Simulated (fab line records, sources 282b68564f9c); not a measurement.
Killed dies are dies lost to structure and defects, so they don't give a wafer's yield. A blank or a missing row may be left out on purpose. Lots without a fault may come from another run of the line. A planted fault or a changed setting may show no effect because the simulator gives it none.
Which tool did it? | flow rit_cmos | 14 lots, 42 wafers sampled, at 2 steps of a route of 202

WHAT THE GAUGES READ, wafer by wafer
RIT_CONTACT_THK_MEAS_01. Usual: CONTACT_TEOS_THK 401 nm, standard deviation 5.4.
lot  | measured    | on            | CONTACT_TEOS_THK (nm) | flag
L411 | day 3 11:32 | film_metro-03 | 406 410 413           |
L412 | day 3 16:22 | film_metro-01 | 395 398 400           |
L413 | day 3 19:58 | film_metro-01 | 397 393 411           |
L414 | day 4 03:05 | film_metro-03 | 398 397 403           |
L415 | day 4 07:13 | film_metro-03 | 400 406 403           |
L420 | day 5 12:40 | film_metro-03 | 122 122 119           | OFF
L423 | day 6 00:17 | film_metro-01 | 116 116 117           | OFF
L424 | day 6 00:32 | film_metro-03 | 395 403 399           |
L425 | day 6 07:02 | film_metro-01 | 395 392 399           |
L426 | day 6 08:52 | film_metro-04 | 396 404 405           |
L428 | day 6 23:23 | film_metro-01 | 396 390 406           |
L429 | day 7 07:20 | film_metro-03 | 396 407 402           |
L431 | day 7 13:41 | film_metro-03 | 396 405 404           |
L434 | day 8 03:55 | film_metro-03 | 394 399 401           |

WHICH TOOL RAN EACH LOT (tool, then ch and the chambers of the sampled wafers, then the start)
lot  | RIT_CONTACT_CVD_00
L411 | pecvd-02 ch 0,2, day 3 11:28
L412 | pecvd-03 ch 0,2, day 3 16:17
L413 | pecvd-01 ch 0,2, day 3 19:54
L414 | pecvd-02 ch 0,1, day 4 03:01
L415 | pecvd-03 ch 0,1, day 4 07:08
L420 | pecvd-02 ch 0,2, day 5 12:37
L423 | pecvd-02 ch 0,1, day 6 00:13
L424 | pecvd-03 ch 0,2, day 6 00:29
L425 | pecvd-01 ch 0,2, day 6 06:59
L426 | pecvd-03 ch 0,2, day 6 08:48
L428 | pecvd-01 ch 0,1,2, day 6 23:20
L429 | pecvd-03 ch 1,2, day 7 07:17
L431 | pecvd-01 ch 1,2, day 7 13:38
L434 | pecvd-01 ch 1,2, day 8 03:51
- RIT_CONTACT_CVD_00: deposits SiO2 from TEOS, target thk 400 nm, time 61 s.

WHAT THE TOOLS THEMSELVES READ (means of the sampled wafers that have a number; where no wafer has one, the mark that the record gives instead)
RIT_CONTACT_CVD_00. Usual: heater_power_w 304 W, standard deviation 49.
lot  | tool     | heater_power_w (W) | flag
L411 | pecvd-02 | 279                |
L412 | pecvd-03 | 311                |
L413 | pecvd-01 | 359                |
L414 | pecvd-02 | 325                |
L415 | pecvd-03 | 290                |
L420 | pecvd-02 | 269                |
L423 | pecvd-02 | 368                |
L424 | pecvd-03 | 313                |
L425 | pecvd-01 | 317                |
L426 | pecvd-03 | 286                |
L428 | pecvd-01 | 327                |
L429 | pecvd-03 | 314                |
L431 | pecvd-01 | 299                |
L434 | pecvd-01 | 334                |

THE ANSWER, worked out from the rows above alone
Rule: a lot is off if the mean of its wafers that have a number lies more than 3 standard deviations from the usual mean. A lot without any number at a reading at which 4 lots or more have one is off too. The other lots that the step has rows for count as sound. The gauges are gone through in route order, then the tools' own readings, and for those a lot's mean is taken as printed above. The first step at which some lot is off is used, and at that step the reading that is off furthest; a lot without a number counts as furthest.
Off: L420, L423, at RIT_CONTACT_THK_MEAS_01 (CONTACT_TEOS_THK).
A tool fits if, at a process step before that reading, it ran every lot that is off, and no sound lot after the first of them. The gauges at RIT_CONTACT_THK_MEAS_01 are tried like those tools. One fits: pecvd-02 at RIT_CONTACT_CVD_00. Its last sound lot is L414 (day 4 03:01), its first lot that is off L420 (day 5 12:37): a fault that began between those two fits.

WHAT THE SIMULATOR HAD PUT IN
Process parameter drift: pecvd-02, from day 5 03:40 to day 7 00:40, at RIT_CONTACT_CVD_00. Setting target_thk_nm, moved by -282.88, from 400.
Lots struck among those shown: L420, L423. The rule above found the same.
